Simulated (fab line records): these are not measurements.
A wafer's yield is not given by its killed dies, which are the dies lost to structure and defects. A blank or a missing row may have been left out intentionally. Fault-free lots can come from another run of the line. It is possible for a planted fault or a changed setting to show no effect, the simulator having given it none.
Split-lot experiment -- flow berkeley-cmos170 -- on a route of 331 steps: 5 lots, 23 wafers read

## THE SPLIT
At UCB170_ACTIVE_COAT_08 (resist thk 900 nm), the setting resist-thk-nm was moved away from the recipe's 900 nm on 9 of the 23 wafers read, by -4.7% to +4.9%. For the rest of the wafers, this setting stayed at what the recipe calls for.

The reading comes from the split's own step.

## THE READING
KrF_of_ACTIVE_COAT_08.thk-nm (the simulator's own value, which no gauge read), in nm, at UCB170_ACTIVE_COAT_08 (resist thk 900 nm). The file does not state a usual value for it. Here, 14 wafers ran the recipe; their average is 899.1 nm with a standard deviation of 2.6 nm.

wafer,"tool, chamber at the split","resist-thk-nm as run, nm",against the recipe,"KrF_of_ACTIVE_COAT_08.thk-nm, nm",against lot-mates on the recipe
L074.1,"litho-track-03, 0",900,recipe,899.7,-
L074.2,"litho-track-03, 0",900,recipe,899.7,-
L074.3,"litho-track-03, 0",944.3,+4.9%,948.8,+49.1
L074.4,"litho-track-03, 0",944.3,+4.9%,946.6,+46.9
L074.5,"litho-track-03, 0",944.3,+4.9%,946.5,+46.8
L075.3,"litho-track-01, 0",900,recipe,901,-
L075.4,"litho-track-01, 0",900,recipe,900.1,-
L075.6,"litho-track-01, 0",900,recipe,899.3,-
L080.1,"litho-track-02, 0",900,recipe,898.5,-
L080.3,"litho-track-02, 0",939.6,+4.4%,938.1,+39.1
L080.4,"litho-track-02, 0",939.6,+4.4%,940.2,+41.2
L080.5,"litho-track-02, 0",900,recipe,899.5,-
L080.6,"litho-track-02, 0",939.6,+4.4%,938.7,+39.7
L081.1,"litho-track-03, 0",900,recipe,895.2,-
L081.2,"litho-track-03, 0",900,recipe,896.1,-
L081.3,"litho-track-03, 0",900,recipe,897.2,-
L081.4,"litho-track-03, 0",900,recipe,897,-
L081.6,"litho-track-03, 0",900,recipe,895.9,-
L083.1,"litho-track-03, 0",858.1,-4.7%,859.8,-44.2
L083.2,"litho-track-03, 0",858.1,-4.7%,859.6,-44.4
L083.4,"litho-track-03, 0",858.1,-4.7%,858.7,-45.3
L083.5,"litho-track-03, 0",900,recipe,904.7,-
L083.6,"litho-track-03, 0",900,recipe,903.4,-

THE FIT
A straight line over all 23 wafers: KrF_of_ACTIVE_COAT_08.thk-nm changes by +9.11 nm for each +1% of resist-thk-nm; r = +1.00; the points scatter about the line by 2.6 nm.
The same after taking each lot's own level away (the mean of its wafers on the recipe; 23 wafers): +9.49 nm for each +1%; r = +1.00; scatter 1.1 nm.
The reading moves by 47 nm for the largest change in resist-thk-nm, on that fit.
Measured against the standard deviation above, the lots' own levels, which go from 896.28 to 904.05 nm, span 2.9 times it.
Consequently the slope shifts little with the lot-to-lot level, the two slopes agreeing.
Check: for one of the wafers moved furthest among these (+4.9%), held out of the fit, the line's prediction against its lot-mates is +46.1 nm. It came out at +49.1 nm against them.

## ADDITIONAL SPLITS CARRIED BY THESE WAFERS
Other splits were also applied to these wafers ahead of the reading. Each is held against what the fit with the lots' levels taken away leaves over:
other split on the same wafers,wafers away from the commonest value,r with KrF_of_ACTIVE_COAT_08.thk-nm (lot level and that fit taken away)
UCB170_START_OXIDATION_02 temp-c,18,+0.35
UCB170_NWELL_OXIDATION_01 ox-time-s,15,-0.18
UCB170_NWELL_ETCH_13 time-s,8,-0.10
UCB170_WELLDRIVE_OXIDATION_01 temp-c,15,+0.07

## THE WHOLE CHAIN: every reading that the file lists as answering this split, in the file's order
step,what it does,reading,change (the file's fit),r (the file's)
UCB170_ACTIVE_COAT_08,resist thk 900 nm,"KrF_of_ACTIVE_COAT_08.thk-nm (the simulator's own value, which no gauge read)",+9.48 nm for each +1% of the setting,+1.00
UCB170_ACTIVE_STRIP_16,strips in O2,strip-time-to-endpoint-s,withheld for each +1% of the setting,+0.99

## THE FILE'S OWN FIT
KrF_of_ACTIVE_COAT_08.thk-nm changes by +9.48 nm for each +1% of resist-thk-nm, r = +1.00.
